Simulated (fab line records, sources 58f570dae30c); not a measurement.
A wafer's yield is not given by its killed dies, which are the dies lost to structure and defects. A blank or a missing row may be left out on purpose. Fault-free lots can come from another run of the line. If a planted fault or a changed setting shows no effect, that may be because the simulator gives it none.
The same fault as seen by 2 desks / flow berkeley_cmos170 / each desk has only its own numbers; what lay behind them comes last

AT THE METROLOGY DESK
Means of the sampled wafers that have a number, per lot and without regard to the tool the lot ran on: this is what the gauges read. A lot is out of limits, marked OUT, if its mean lies more than 4 standard deviations from the usual mean; the brackets give that distance.
Columns: A = FIELD_OXIDE_THK at UCB170_FIELD_THK_MEAS_02, usual 553 nm; B = NVT_TW at UCB170_NVT_TW_MEAS_09, usual 523
lot=L740; first seen here=day 6 00:50; A=525; B=517
lot=L742; first seen here=day 6 12:02; A=539; B=522
lot=L748; first seen here=day 7 15:12; A=559; B=520
lot=L746; first seen here=day 7 15:16; A=559; B=528
lot=L750; first seen here=day 7 15:21; A=551; B=522
lot=L752; first seen here=day 8 02:44; A=560; B=519
lot=L755; first seen here=day 8 14:46; A=551; B=514
lot=L756; first seen here=day 8 14:50; A=542; B=526
lot=L754; first seen here=day 8 14:50; A=552; B=527
lot=L753; first seen here=day 8 14:53; A=548; B=515
lot=L758; first seen here=day 9 07:34; A=553; B=515
lot=L761; first seen here=day 9 20:49; A=559; B=524
lot=L762; first seen here=day 10 04:02; A=563; B=531
This desk found nothing out of limits on any of the 13 lots.

FOR THE TOOL OWNER'S DESK: rie_diel-02
The tool's own readings at UCB170_GATE_ETCH_14 (etches BARC in N2/H2): means of the sampled wafers that have a number, for each lot that ran on this tool. A lot is out of limits, marked OUT, if its mean lies more than 4 standard deviations from the usual mean; the brackets give that distance.
Columns: A = drypump_motor_current_A at UCB170_GATE_ETCH_14, usual 5.9 A; B = oes_product_au at UCB170_GATE_ETCH_14, usual 1.000 a.u.; C = rf_fwd_power_W at UCB170_GATE_ETCH_14, usual 495.2 W; D = throttle_valve_pct at UCB170_GATE_ETCH_14, usual 13.32 %
lot=L742; first seen here=day 8 12:04; A=5.9; B=1.019; C=495.8; D=13.36
lot=L750; first seen here=day 9 17:28; A=5.9; B=1.046; C=519.2 (+13) OUT; D=13.33
This desk finds L750 out of limits, L750 being first, at day 9 17:28 (rf_fwd_power_W at UCB170_GATE_ETCH_14). In limits: L742.

TAKEN TOGETHER
The tool owner's desk had the chance to raise an alarm at day 9 17:28 on L750.
Metrology desk: nothing out of limits seen.
The metrology desk has L750 on record, within its limits.
The lots listed all ran UCB170_GATE_ETCH_14 on rie_diel-02.

WHAT WAS PUT IN BY THE SIMULATOR
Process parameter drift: rie_diel-02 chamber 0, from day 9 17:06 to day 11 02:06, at UCB170_GATE_ETCH_14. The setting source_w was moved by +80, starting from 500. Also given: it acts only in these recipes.
Lots struck among those shown: L750.
Each desk's first reading out of limits, in hours after the fault started: the tool owner's desk, 0.
